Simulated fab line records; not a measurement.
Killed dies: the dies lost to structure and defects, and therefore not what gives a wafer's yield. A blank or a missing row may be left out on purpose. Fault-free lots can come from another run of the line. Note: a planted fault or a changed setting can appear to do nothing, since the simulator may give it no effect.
Struck lot and sound lot, side by side ; flow rit_cmos ; 32 steps out of a route of 202
Sound: these wafers, L224.1, L224.2, L224.6. Struck: wafers L236.1, L236.3, L236.6. The cause is named last.
Per side, at each step with rows, come the tool, then ch with its chambers, and then its first start. Under that, the readings that differ: sound wafers ; struck wafers ; difference of the means ; sigmas: that difference in standard deviations of wafers without a fault.
alike: words and numbers the same on both sides, and readings whose means are apart by under 2 such deviations; not compared: readings that were withheld, readings missing a value for some wafer, numbers with overlapping values and no deviation given by the record, and bounds like >300 which may hide the same value.
The two part at a step that has a row with sigmas, a row that says differs or no value, or rows on one side only. Numbers that have no deviation but don't overlap get no sigmas and don't part them. Lack of a reading on every wafer of one side parts them only where that side has two or more wafers.

first, 2 steps without rows for these wafers: RIT_ACTIVE_CLEAN_17 (cleans in SC2, time 600 s); RIT_FOX1_OXIDATION_00 (target thk 350.7 nm, ox time 1130 s).
RIT_FOX1_THK_MEAS_01:
  sound: film_metro-03 at day 1 20:55; struck: film_metro-03 at day 4 06:09
  alike: FOX1_OXIDE_THK
then, 2 steps without rows for these wafers: RIT_FOX1_WET_ETCH_02 (etches SiO2 in BOE, target depth 350 nm, time 390 s); RIT_FOX2_OXIDATION_00 (target thk 350.7 nm, ox time 1169 s).
RIT_FOX2_THK_MEAS_01:
  sound: film_metro-03 at day 2 00:10; struck: film_metro-01 at day 4 07:39
  alike: FOX2_OXIDE_THK
then, 2 steps without rows for these wafers: RIT_FOX2_CLEAN_02 (cleans in dHF, time 180 s); RIT_FOX2_WET_ETCH_03 (etches Si3N4 in H3PO4, target depth 195 nm, time 2700 s).
RIT_FOX2_THK_MEAS_90:
  sound: film_metro-03 at day 2 01:02; struck: film_metro-01 at day 4 08:36
  alike: FIELD_OXIDE_LEFT_1_THK
then, 3 steps without rows for these wafers: RIT_NWELL_HMDS_00 (prime time 60 s); RIT_NWELL_COAT_01 (resist thk 1300 nm); RIT_NWELL_SOFTBAKE_02 (time 60 s).
RIT_NWELL_EXPOSE_03: exposes mask M2, target cd 43900 nm.
  sound on iline_stepper-01 ch 0, day 2 01:41; struck on iline_stepper-02 ch 0, day 4 09:07
reading;sound;struck;difference;sigmas
mask;M2#0 M2#0 M2#0;M3#0 M3#0 M3#0;differs;
then, 2 steps without rows for these wafers: RIT_NWELL_PEB_04; RIT_NWELL_DEVELOP_05 (develop time 68 s).
RIT_NWELL_OVL_MEAS_06:
  sound: overlay-02 at day 2 02:07; struck: overlay-02 at day 4 09:32
reading;sound;struck;difference;sigmas
NWELL_OVL (nm);-0.5 -0.6 -0.6;- - -;no value on the struck wafers;
then, 2 steps without rows for these wafers: RIT_NWELL_HARDBAKE_07 (time 120 s); RIT_NWELL_IMPLANT_08.
RIT_NWELL_STRIP_09: strips in O2, time 180 s.
  sound on plasma_asher-01 ch 0,1, day 2 02:34; struck on plasma_asher-03 ch 0,1, day 4 09:59
  alike: drypump_motor_current_A
  not compared: rf_hours_counter_h
RIT_NWELL_TW_MEAS_10:
  sound: film_metro-04 at day 2 02:44; struck: film_metro-03 at day 4 10:09
reading;sound;struck;difference;sigmas
NWELL_TW;2184 2185 2192;30 30 30;-2157;-99 or more
then, 6 steps without rows for these wafers: RIT_PWELL_HMDS_00 (prime time 60 s); RIT_PWELL_COAT_01 (resist thk 1300 nm); RIT_PWELL_SOFTBAKE_02 (time 60 s); RIT_PWELL_EXPOSE_03 (exposes mask M3, target cd 43700 nm); RIT_PWELL_PEB_04; RIT_PWELL_DEVELOP_05 (develop time 68 s).
RIT_PWELL_OVL_MEAS_06:
  sound: overlay-02 at day 2 03:57; struck: overlay-02 at day 4 11:19
  alike: PWELL_OVL
then, 2 steps without rows for these wafers: RIT_PWELL_HARDBAKE_07 (time 120 s); RIT_PWELL_IMPLANT_08.
RIT_PWELL_STRIP_09: strips in O2, time 180 s.
  sound on plasma_asher-03 ch 0,1, day 2 04:23; struck on plasma_asher-01 ch 0, day 4 11:45
reading;sound;struck;difference;sigmas
drypump_motor_current_A (A);5.7 5.8 5.7;5.1 5.0 5.0;-0.7;-2
  not compared: rf_hours_counter_h
RIT_PWELL_TW_MEAS_10:
  sound: film_metro-04 at day 2 04:34; struck: film_metro-03 at day 4 11:56
reading;sound;struck;difference;sigmas
PWELL_TW;969 966 964;2214 2209 2223;+1249;+99 or more
then, 1 step without rows for these wafers: RIT_WELLDRIVE_ANNEAL_00 (time 14700 s).

## WHERE THEY PART
At RIT_NWELL_EXPOSE_03 first; at RIT_PWELL_TW_MEAS_10 last (within this record only).

WHY: whatever the simulator had introduced
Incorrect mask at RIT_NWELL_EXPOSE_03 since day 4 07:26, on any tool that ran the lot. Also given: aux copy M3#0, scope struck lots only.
